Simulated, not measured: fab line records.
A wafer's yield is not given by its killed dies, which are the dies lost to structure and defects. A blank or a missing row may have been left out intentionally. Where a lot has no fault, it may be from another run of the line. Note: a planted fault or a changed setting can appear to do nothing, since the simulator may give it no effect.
Chamber matching | flow rit cmos | wet bench-04 running RIT_SDANNEAL_CLEAN_00: 4 sister chambers
The step cleans in SC1, time 600 s. 14 wafers are shown with their chamber, then 7 later ones without.

## WAFERS WITH THEIR CHAMBER
wafer  | chamber | run length s (s)
L224.2 | 2       | 625
L224.3 | 2       | 625
L224.5 | 2       | 625
L225.1 | 2       | 633
L225.2 | 2       | 633
L225.5 | 2       | 633
L237.2 | 1       | 632
L237.4 | 1       | 632
L237.6 | 1       | 632
L239.3 | 0       | 634
L239.4 | 0       | 634
L239.5 | 0       | 634
L240.1 | 3       | 635
L240.3 | 3       | 635

SIGNATURES, as means of the wafers listed above
reading      | chamber 0 | chamber 1 | chamber 2 | chamber 3 | scatter within a chamber
run length s | 634.00    | 632.00    | 629.00    | 635.00    | 3.1
Rule: for a wafer and a chamber, the distance is found by dividing, reading by reading, the gap between the wafer's reading and the chamber's mean by the reading's scatter, squaring, summing and taking the root. If the next closest chamber is less than 2 further off than the closest, the wafer can't be placed; otherwise it belongs to the closest. The scatter: take each reading less its chamber's mean, square it, sum over the shown wafers, divide by the number of wafers less the number of chambers, and take the root.

## WAFERS WITH NO CHAMBER GIVEN
wafer  | run length s (s)
L240.5 | 635
L243.1 | 635
L243.3 | 635
L243.4 | 635
L244.1 | 633
L244.2 | 633
L244.5 | 633

## THE CHAMBER EACH PASSED THROUGH
wafer  | from the rows above               | in truth
L240.5 | can't be placed: 3 or 0 or 1 or 2 | 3
L243.1 | can't be placed: 3 or 0 or 1 or 2 | 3
L243.3 | can't be placed: 3 or 0 or 1 or 2 | 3
L243.4 | can't be placed: 3 or 0 or 1 or 2 | 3
L244.1 | can't be placed: 0 or 1 or 3 or 2 | 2
L244.2 | can't be placed: 0 or 1 or 3 or 2 | 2
L244.5 | can't be placed: 0 or 1 or 3 or 2 | 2
Correct placement for 0 of the 7. Unplaceable from these rows: 7, with the true chamber sitting among the candidates in 7. 0 placed wrongly.
